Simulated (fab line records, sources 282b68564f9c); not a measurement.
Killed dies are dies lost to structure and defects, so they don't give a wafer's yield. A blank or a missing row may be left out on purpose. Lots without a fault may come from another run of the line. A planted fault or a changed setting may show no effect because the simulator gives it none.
Problem report in the 8D (eight disciplines) form, filled by code | flow rit_cmos | the parts of the form that need people (team, actions taken, sign-off) are left out

1. THE PROBLEM
GATE_POLY_THK at RIT_GATE_THK_MEAS_09 reads a mean of 309.4 nm on 6 wafers of 2 lots; wafers without a fault read 251.8 nm with a standard deviation of 2.1. That is +27 standard deviations from the usual mean.
First seen on wafer L248.2, day 5 13:43, on film_metro-04. The record holds 42 wafers of 14 lots with a number at this step. Rule for "out", or "out of limits": more than 4 standard deviations from the usual mean. The other wafers with a number count as sound.

2. WHAT IT IS AND WHAT IT IS NOT
question                    | is                           | is not
which readings at this step | GATE_POLY_THK                | -
which lots                  | L248, L249                   | L234, L235, L236, L237, L238, L240, L241, L242, L243, L244, L246, L254
which wafers of those lots  | all that have a number       | -
read on which gauges        | film_metro-02, film_metro-04 | film_metro-03
when                        | from day 5 13:43             | up to then (33 sound wafers); but 3 sound wafers of L254 came after

3. SUSPECTS, AND WHAT RULES EACH OUT
Counting: a tool at a process step up to the reading stays a suspect if it ran every lot that is out and no sound lot after the first of them.
- the gauge at RIT_GATE_THK_MEAS_09: ruled out. The wafers that are out were read on 2 gauges (film_metro-02, film_metro-04).
- lpcvd-02 at RIT_GATE_CVD_08 (deposits poly-Si from SiH4, target thk 250 nm, time 2220 s): kept. It ran every lot that is out, first L248 (day 5 12:05), and no sound lot after that; its last sound lot up to then is L246 (day 5 02:36). Its own readings are out on those wafers: pressure_mtorr.
Left after counting: lpcvd-02 at RIT_GATE_CVD_08.

4. THE CAUSE (what the simulator had put in)
Process parameter drift: lpcvd-02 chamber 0, from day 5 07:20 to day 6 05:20, at RIT_GATE_CVD_08. Setting pressure_mtorr, moved by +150, from 300. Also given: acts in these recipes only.
Counting left only this tool.

5. THE CHAIN OF EFFECTS, in route order
Each row: a reading whose mean over the struck wafers that have a number lies more than 3 standard deviations from the usual. Only readings for which the record gives a usual standard deviation are gone through. hours: the time from each lot's start at the first step in this table that gives one to its start at this step, as a median over the lots. sigmas: the change in usual standard deviations.
hours | step                 | reading        | usual       | on struck wafers | change | sigmas
0     | RIT_GATE_CVD_08      | pressure_mtorr | 299.8 mTorr | 449.5            | +149.7 | +99 or more
2     | RIT_GATE_THK_MEAS_09 | GATE_POLY_THK  | 251.8 nm    | 309.4            | +57.6  | +27
3     | RIT_GATE_ETCH_19     | oes_product_au | 0.851 a.u.  | 0.983            | +0.132 | +7.7
The process steps in it:
- RIT_GATE_CVD_08: deposits poly-Si from SiH4, target thk 250 nm, time 2220 s.
- RIT_GATE_ETCH_19: etches poly-Si in SF6/CHF3/O2, stops on SiO2, time 165 s, target depth 312.5 nm.

6. WHAT WOULD HAVE CAUGHT IT SOONER
In this record the first reading out of limits at a measuring or inspecting step was taken at day 5 13:43, 6 hours after the fault began at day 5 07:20.
The tool's own readings at RIT_GATE_CVD_08 were out on every struck wafer that the step has a row for (pressure_mtorr): an alarm limit on them would have fired on the first of those.
Of the lots that are out (2), L249 began RIT_GATE_CVD_08 on lpcvd-02 after day 5 13:43. A hold on the tool at that time would have spared it.
